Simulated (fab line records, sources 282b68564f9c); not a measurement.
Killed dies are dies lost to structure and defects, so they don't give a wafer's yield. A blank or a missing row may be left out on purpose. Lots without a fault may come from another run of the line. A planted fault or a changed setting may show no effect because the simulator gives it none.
Tool commonality check | flow rit_cmos | 15 lots, 45 wafers sampled

WHY IT WAS OPENED
At RIT_NLDD_OVL_MEAS_06 the reading NLDD_OVL is flagged on 3 of 15 lots. Wafers without a fault read -0.2 nm, standard deviation 1.6.
Rule: a lot is flagged when every wafer of it that has a number lies more than 4 standard deviations from that mean, or none has a number. The other lots count as sound.

lot  | measured    | on         | NLDD_OVL (nm), wafer by wafer | flag
L357 | day 2 19:43 | overlay-02 | 0.1 -0.7 -0.6                 |
L358 | day 3 00:11 | overlay-01 | -1.8 -3.0 -2.8                |
L361 | day 3 17:16 | overlay-01 | -0.5 -0.5 0.1                 |
L362 | day 4 00:15 | overlay-01 | 0.7 0.3 -0.5                  |
L365 | day 4 11:47 | overlay-01 | 0.9 -1.3 1.8                  |
L366 | day 4 20:05 | overlay-01 | 2.2 2.5 3.0                   |
L367 | day 4 23:58 | overlay-01 | 2.8 3.7 4.4                   |
L370 | day 5 17:19 | overlay-01 | -1.3 0.8 0.8                  |
L372 | day 6 01:41 | overlay-02 | -3.3 -2.5 -2.5                |
L373 | day 6 05:31 | overlay-01 | 0.8 1.8 1.1                   |
L374 | day 6 08:06 | overlay-02 | -1.0 -0.7 0.2                 |
L376 | day 6 22:20 | overlay-02 | -299.4 -300.5 -300.1          | FLAGGED
L377 | day 7 01:00 | overlay-01 | -298.8 -297.0 -298.6          | FLAGGED
L379 | day 7 12:31 | overlay-02 | -300.4 -299.9 -299.2          | FLAGGED
L380 | day 7 19:18 | overlay-02 | -3.0 -1.9 -3.2                |
The numbers of the flagged lots are -299.3 nm on average: -299.1 nm against the usual, or -99 or more standard deviations.

WHICH TOOL RAN EACH LOT
The record holds 1 process step before the reading, out of a route of 202 steps. In each cell: the tool, then ch and the chambers that the sampled wafers went through, then the start.
lot  | flag    | RIT_NLDD_EXPOSE_03
L357 |         | iline_stepper-02 ch 0, day 2 19:21
L358 |         | iline_stepper-01 ch 0, day 2 23:47
L361 |         | iline_stepper-02 ch 0, day 3 16:52
L362 |         | iline_stepper-02 ch 0, day 3 23:52
L365 |         | iline_stepper-01 ch 0, day 4 11:23
L366 |         | iline_stepper-01 ch 0, day 4 19:41
L367 |         | iline_stepper-01 ch 0, day 4 23:35
L370 |         | iline_stepper-01 ch 0, day 5 16:55
L372 |         | iline_stepper-02 ch 0, day 6 01:20
L373 |         | iline_stepper-02 ch 0, day 6 05:07
L374 |         | iline_stepper-02 ch 0, day 6 07:43
L376 | FLAGGED | iline_stepper-01 ch 0, day 6 21:56
L377 | FLAGGED | iline_stepper-01 ch 0, day 7 00:36
L379 | FLAGGED | iline_stepper-01 ch 0, day 7 12:07
L380 |         | iline_stepper-02 ch 0, day 7 18:55
What these steps do:
- RIT_NLDD_EXPOSE_03: exposes mask M7, target cd 40700 nm.
- RIT_NLDD_OVL_MEAS_06

FLAGGED OVER TOTAL, TOOL BY TOOL (the gauges that took the reading come last)
step                 | tool             | lots run | flagged | share of the flagged lots | sound lots run after its first flagged lot
RIT_NLDD_EXPOSE_03   | iline_stepper-01 | 8        | 3       | all                       | 0
RIT_NLDD_EXPOSE_03   | iline_stepper-02 | 7        | 0       | none                      | -
RIT_NLDD_OVL_MEAS_06 | overlay-01       | 9        | 1       | some                      | 0
RIT_NLDD_OVL_MEAS_06 | overlay-02       | 6        | 2       | some                      | 1 (L380)

WHAT THE TABLE ALLOWS
1 row of the table ran every flagged lot: iline_stepper-01 at RIT_NLDD_EXPOSE_03.
- iline_stepper-01 at RIT_NLDD_EXPOSE_03: 3 of its 8 lots flagged. Its last sound lot is L370 (day 5 16:55), its first flagged lot L376 (day 6 21:56): a fault that began between those two fits.
One tool is left: iline_stepper-01 at RIT_NLDD_EXPOSE_03.

WHAT THE SIMULATOR HAD PUT IN
Scanner matching overlay: iline_stepper-01, from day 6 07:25 on, at RIT_NLDD_EXPOSE_03. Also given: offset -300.
Lots struck among those shown: L376, L377, L379. The rule above found the same.
